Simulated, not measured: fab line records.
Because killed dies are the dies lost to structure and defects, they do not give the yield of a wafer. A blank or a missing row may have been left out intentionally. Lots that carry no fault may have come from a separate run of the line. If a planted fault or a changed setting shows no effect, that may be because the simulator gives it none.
2 desks, one fault    flow berkeley_cmos170    every desk sees just its own numbers, and what lay behind them comes last

== TOOL OWNER'S DESK, plasma_asher-02 ==
The tool's own readings at UCB170_V1_STRIP_15 (strips in O2): means of the sampled wafers that have a number, for each lot that ran on this tool. If a lot's mean is further than 4 standard deviations from the usual mean, the lot is out of limits and carries the mark OUT (the distance appears in the brackets).
Columns: A = chamber_pressure_mTorr at UCB170_V1_STRIP_15, usual 3501 mTorr; B = drypump_motor_current_A at UCB170_V1_STRIP_15, usual 5.8 A; C = oes_product_au at UCB170_V1_STRIP_15, usual 0.722 a.u.; D = strip_time_to_endpoint_s at UCB170_V1_STRIP_15, usual 15.39 s
lot   first seen here  A               B    C      D
L898  day 9 18:56      3502            5.6  0.719  15.50
L901  day 10 03:05     3502            5.5  0.721  15.20
L903  day 10 16:22     3501            5.8  0.724  15.36
L902  day 10 17:37     4200 (+95) OUT  5.6  0.723  15.45
L904  day 10 23:59     4200 (+95) OUT  5.6  0.723  15.34
L908  day 11 09:46     4201 (+95) OUT  5.5  0.724  15.14
This desk's finding: out of limits on L902, L904, L908; first on L902, day 10 17:37 (chamber_pressure_mTorr at UCB170_V1_STRIP_15). Within limits: L898, L901, L903.

== FROM THE METROLOGY DESK ==
Means of the sampled wafers that have a number, per lot and without regard to the tool the lot ran on: this is what the gauges read. If a lot's mean is further than 4 standard deviations from the usual mean, the lot is out of limits and carries the mark OUT (the distance appears in the brackets).
Columns: A = V1_BOW at UCB170_V1_BOW_MEAS_03, usual 17 um; B = V1_OVL at UCB170_V1_OVL_MEAS_13, usual -4 nm
lot   first seen here  A   B
L894  day 9 02:16      21  -8
L895  day 9 03:34      14  0
L896  day 9 14:37      6   -1
L898  day 9 15:57      22  -2
L899  day 9 15:58      17  -1
L901  day 10 00:00     20  -4
L903  day 10 14:28     18  -0
L902  day 10 15:47     13  -5
L904  day 10 19:33     16  -4
L905  day 11 03:56     16  -8
L908  day 11 07:28     21  -7
L913  day 12 20:41     12  -7
L916  day 13 05:58     15  0
L915  day 13 08:37     9   -7
L917  day 13 20:53     14  1
This desk found nothing out of limits on any of the 15 lots.

== BROUGHT TOGETHER ==
The tool owner's desk had the chance to raise an alarm at day 10 17:37 on L902, L904, L908.
The metrology desk saw nothing out of limits.
The metrology desk holds a record of L902, L904, L908, inside its limits.
The lots listed all ran UCB170_V1_STRIP_15 on plasma_asher-02.

== WHAT HAD BEEN PUT IN BY THE SIMULATOR ==
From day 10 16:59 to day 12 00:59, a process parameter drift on plasma_asher-02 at UCB170_V1_STRIP_15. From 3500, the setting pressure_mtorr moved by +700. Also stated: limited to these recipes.
Struck lots among those shown: L902, L904, L908.
Time in hours from fault onset to the first out-of-limits reading at each desk: the tool owner's desk, 1.
